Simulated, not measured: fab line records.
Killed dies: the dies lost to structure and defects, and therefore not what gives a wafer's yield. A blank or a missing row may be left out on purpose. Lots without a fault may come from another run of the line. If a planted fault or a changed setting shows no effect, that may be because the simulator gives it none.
fab line records | flow rit_cmos
record: lots: 14 wafers: 42 last_day: 8
route steps=202 shown GATE@84 M1@202
lots with no fault: from the same line, run without faults
start_h: hours from the record's first day to the start of the lot's first wafer shown | wait_h: hours from the lot's prior step to this one | " unchanged from the row above | L1.1+2: a row that stands for several wafers | - value missing, or start not given | * or withheld: withheld | < > ~ a bound
route shown NAME@n: NAME is a module with steps in the file, n the number in the route of the first one | usual: mean/standard deviation of fault-free wafers | same: alike in all rows | chamber/n: place in a boat | sites: each site's reading | _std_site: the standard deviation of these | _edge_site: the outer-site mean with the inner-site mean subtracted | radius_mm: for every site, how far away it sits from the centre of the wafer | mask NAME#n: copy n | behind: tool/chamber where the wafer was last shaped | hold: why the lot was held/for how many hours/how that ended | device: transistor that didn't switch, given as n, p or np | end of line: the same wafers' tests at the end of the route | a step with no rows: only its recipe | killed: dies lost to structure and defects at the first sort, not the wafer's yield | map: dies across one wafer; x = killed, . = not, _ = none there
set.NAME: the setting as run; set.NAME@STEP: as run at that earlier step | model.NAME: the simulator's own value behind a step, which no gauge read
one table for each step of the route and one row for each wafer, over a sample of lots
services: the hour from which a tool's chamber was out of use, counted from the record's first day as start_h (under 0 if before that day), plus the number of hours and why
== steps ==
step: RIT_GATE_CVD_08
recipe: material: poly-Si target_thk_nm: 250 temp_c: 610 precursor: SiH4 time_s: 2220 pressure_mtorr: 300 sih4_flow_sccm: 100
usual: sih4_flow_sccm: 100.00/0.29 spike_tc_load_C: 629/3
columns lot.wafer tool chamber start_h wait_h sih4_flow_sccm spike_tc_load_C
L450.3 lpcvd-01 0 45.62 0.5 100.17 628
L450.4 " 0 " " 99.87 628
L450.6 " 0 " " 100.24 627
L451.1 lpcvd-01 1 47.74 0.1 100.10 631
L451.3 " 1 " " 100.24 632
L451.6 " 1 " " 100.58 633
L453.1 lpcvd-01 0 57.86 0.5 80.55 628
L453.5 " 0 " " 80.16 626
L453.6 " 0 " " 80.18 628
L454.1 lpcvd-02 0 63.77 0.1 99.81 630
L454.5 " 0 " " 99.92 628
L454.6 " 0 " " 99.87 628
L455.3 lpcvd-01 1 69.63 0.0 79.85 633
L455.5 " 1 " " 79.93 632
L455.6 " 1 " " 80.04 631
L456.1 lpcvd-02 1 71.24 1.2 99.98 625
L456.3 " 1 " " 99.88 623
L456.4 " 1 " " 100.24 626
L461.1 lpcvd-02 1 105.26 0.1 100.14 624
L461.2 " 1 " " 99.99 624
L461.3 " 1 " " 100.24 626
L465.1 lpcvd-02 0 137.74 0.1 99.61 628
L465.3 " 0 " " 99.59 628
L465.6 " 0 " " 99.70 629
L466.2 lpcvd-02 0 137.74 0.0 99.88 627
L466.3 " 0 " " 100.34 628
L466.5 " 0 " " 100.24 629
L467.1 lpcvd-01 1 143.59 0.1 100.28 633
L467.4 " 1 " " 100.42 634
L467.6 " 1 " " 100.74 633
L469.2 lpcvd-02 0 155.12 0.0 99.87 630
L469.3 " 0 " " 99.66 628
L469.6 " 0 " " 99.72 628
L470.3 lpcvd-02 0 158.59 0.0 100.06 629
L470.4 " 0 " " 100.52 628
L470.5 " 0 " " 100.36 631
L471.1 lpcvd-02 0 168.63 0.1 100.42 629
L471.2 " 0 " " 100.32 627
L471.3 " 0 " " 100.04 628
L472.1 lpcvd-02 0 168.63 0.1 100.04 628
L472.3 " 0 " " 99.84 631
L472.4 " 0 " " 100.14 630
step: RIT_GATE_THK_MEAS_09
recipe: reads: poly-Si_of_GATE_CVD_08
usual: GATE_POLY_THK: 250.6/1.9
columns lot.wafer tool chamber start_h wait_h GATE_POLY_THK[nm]
L450.3 film_metro-04 - 47.25 0.0 250.9
L450.4 " - " " 251.1
L450.6 " - " " 254.2
L451.1 film_metro-04 - 49.36 0.0 253.7
L451.3 " - " " 253.3
L451.6 " - " " 254.8
L453.1 film_metro-04 - 59.48 0.0 198.0
L453.5 " - " " 199.2
L453.6 " - " " 198.1
L454.1 film_metro-04 - 65.39 0.0 250.0
L454.5 " - " " 250.2
L454.6 " - " " 251.5
L455.3 film_metro-04 - 71.27 0.0 201.6
L455.5 " - " " 200.2
L455.6 " - " " 201.5
L456.1 film_metro-03 - 72.86 0.0 250.3
L456.3 " - " " 250.2
L456.4 " - " " 250.1
L461.1 film_metro-01 - 106.87 0.0 249.5
L461.2 " - " " 247.7
L461.3 " - " " 248.1
L465.1 film_metro-04 - 139.36 0.0 250.4
L465.3 " - " " 250.7
L465.6 " - " " 251.9
L466.2 film_metro-03 - 139.37 0.0 253.6
L466.3 " - " " 250.2
L466.5 " - " " 250.4
L467.1 film_metro-04 - 145.20 0.0 251.1
L467.4 " - " " 252.8
L467.6 " - " " 251.5
L469.2 film_metro-04 - 156.75 0.0 252.1
L469.3 " - " " 251.8
L469.6 " - " " 248.1
L470.3 film_metro-03 - 160.23 0.0 248.9
L470.4 " - " " 249.0
L470.5 " - " " 248.1
L471.1 film_metro-03 - 170.25 0.0 248.1
L471.2 " - " " 248.7
L471.3 " - " " 248.0
L472.1 film_metro-01 - 170.25 0.0 254.3
L472.3 " - " " 251.4
L472.4 " - " " 255.6
step: RIT_GATE_ETCH_19
recipe: chemistry: SF6/CHF3/O2 time_s: 165 SF6_flow_sccm: 30 CHF3_flow_sccm: 30 O2_flow_sccm: 5 target: poly-Si pressure_mtorr: 40 rf_w: 160 target_depth_a: 3125 over_etch_frac: 0.25 stop_on: SiO2
usual: drypump_motor_current_A: 5.54/0.28 oes_product_au: 0.849/0.016 throttle_valve_pct: 10.24/0.06
columns lot.wafer tool chamber start_h wait_h drypump_motor_current_A oes_product_au rf_hours_counter_h throttle_valve_pct
L450.3 rie_si-02 1 48.57 0.1 5.97 0.877 5 10.19
L450.4 " 3 " " 5.44 0.833 1 10.24
L450.6 " 2 " " 5.09 0.860 - 10.22
L451.1 rie_si-01 2 50.57 0.1 5.76 0.857 0 10.33
L451.3 " 1 " " 5.59 0.849 145 10.32
L451.6 " 0 " " 5.89 0.836 - 10.27
L453.1 rie_si-01 3 60.69 0.1 5.28 0.737 1 10.12
L453.5 " 0 " " 5.87 0.716 - 10.26
L453.6 " 1 " " 5.59 0.716 - 10.31
L454.1 rie_si-02 1 66.96 0.1 5.98 0.876 5 10.20
L454.5 " 3 " " 5.43 0.824 - 10.24
L454.6 " 0 " " 5.34 0.833 - 10.23
L455.3 rie_si-01 1 72.72 0.1 5.60 0.728 145 10.31
L455.5 " 3 " " 5.27 0.742 - 10.13
L455.6 " 0 " " 5.91 0.717 - 10.25
L456.1 rie_si-02 1 74.07 0.1 5.97 0.877 5 10.19
L456.3 " 2 " " 5.11 0.856 98 10.20
L456.4 " 2 " " 5.10 0.859 - 10.21
L461.1 rie_si-01 1 108.09 0.1 5.59 0.830 145 10.31
L461.2 " 3 " " 5.28 0.855 1 10.14
L461.3 " 0 " " 5.89 0.827 141 10.24
L465.1 rie_si-01 2 140.70 0.1 5.75 0.859 1 10.32
L465.3 " 3 " " 5.30 0.857 2 10.13
L465.6 " 3 " " 5.27 0.867 - 10.15
L466.2 rie_si-02 1 140.94 0.1 5.99 0.887 6 10.18
L466.3 " 2 " " 5.11 0.862 98 10.22
L466.5 " 3 " " 5.42 0.832 - 10.24
L467.1 rie_si-01 3 146.42 0.1 5.30 0.862 2 10.14
L467.4 " 2 " " 5.77 0.851 - 10.32
L467.6 " 0 " " 5.88 0.838 - 10.25
L469.2 rie_si-01 2 158.49 0.1 5.76 0.856 1 10.32
L469.3 " 3 " " 5.30 0.868 2 10.13
L469.6 " 3 " " 5.29 0.855 - 10.13
L470.3 rie_si-02 1 161.66 0.1 5.98 0.877 6 10.16
L470.4 " 0 " " 5.33 0.841 0 10.19
L470.5 " 2 " " 5.11 0.847 - 10.23
L472.1 rie_si-01 3 171.95 0.1 5.26 0.876 2 10.13
L472.3 " 1 " " 5.59 0.854 0 10.28
L472.4 " 2 " " 5.77 0.860 - 10.31
L471.1 rie_si-01 2 172.23 0.1 5.77 0.842 1 10.33
L471.2 " 1 " " 5.58 0.853 0 10.30
L471.3 " 3 " " 5.30 0.858 2 10.13
step: RIT_M1_PROBE_99
usual: killed_at_M0_to_M3: 0.0/0.14 killed_at_contacts: 0.1/0.3 killed_at_front_end: 7/3.1 killed_dies: 7/3.1 killed_open: 3.8/2.3 killed_short: 3.2/1.9
same: gross_dies: 264 killed_at_M4_up: 0 killed_at_back_side: 0 killed_at_other: 0
columns lot.wafer tool chamber start_h wait_h killed_at_M0_to_M3 killed_at_contacts killed_at_front_end killed_dies killed_open killed_short
L466.2 prober-01 - 167.17 0.1 0 1 4 5 1 4
L466.3 prober-01 - 167.22 0.2 0 0 12 12 8 4
L466.5 prober-01 - 167.32 0.2 0 1 5 6 3 3
killed by level:class
L466.2 FOX1:geometric_particle:open=1 GATE:geometric_particle:short=1 REOX:geometric_particle:short=1 SPACER:geometric_particle:short=1 CONTACT:geometric_particle:short=1
L466.3 FOX2:geometric_particle:open=3 REOX:geometric_particle:short=2 SPACER:geometric_particle:open=2 FOX1:geometric_particle:open=1 FOX2:geometric_particle:short=1 GATE:geometric_particle:open=1 REOX:geometric_particle:open=1 SPACER:geometric_particle:short=1
L466.5 GATE:geometric_particle:short=2 FOX2:geometric_particle:open=1 GATE:geometric_particle:open=1 SPACER:geometric_particle:open=1 CONTACT:geometric_particle:short=1
== services ==
columns tool chamber start_h hours kind
rie_si-02 1 52.96 6.6 repair
rie_si-02 0 72.58 18.3 repair
rie_si-02 0 129.10 - clean
rie_si-02 0 129.10 16.2 scheduled_down
rie_si-02 0 129.10 16.2 vent_cycle
rie_si-01 1 131.99 - clean
rie_si-01 1 131.99 21.8 scheduled_down
rie_si-01 1 131.99 21.8 vent_cycle
lpcvd-02 - 146.94 6.0 pm
rie_si-01 0 155.65 - clean
rie_si-01 0 155.65 27.1 scheduled_down
rie_si-01 0 155.65 27.1 vent_cycle
== key ==
first_sign: step: RIT_GATE_CVD_08 reading: sih4_flow_sccm direction: down sigmas: 68 usual: 100.00 struck: 80.12
effect: step: RIT_GATE_THK_MEAS_09 reading: GATE_POLY_THK direction: down sigmas: 26 usual: 250.6 struck: 199.8
effect: step: RIT_GATE_ETCH_19 reading: oes_product_au direction: down sigmas: 7.5 usual: 0.849 struck: 0.726
met_at RIT_GATE_CVD_08
struck_lots L453,L455
tester_left_out L453,L455
onset_between 47.74 57.86
fault: kind: process_parameter_drift tool: lpcvd-01 chamber: - onset_h: 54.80 steps: RIT_GATE_CVD_08 channel: sih4_flow_sccm offset: -20 shape: step end_h: 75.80 stated: 100
tester_left_out: of these lots the tester's yield and bins aren't shown, on N5 and GAA mostly nor the transistor test; their killed dies are dies lost to structure and defects alone, not to doping, threshold or leakage, so they don't give the yield
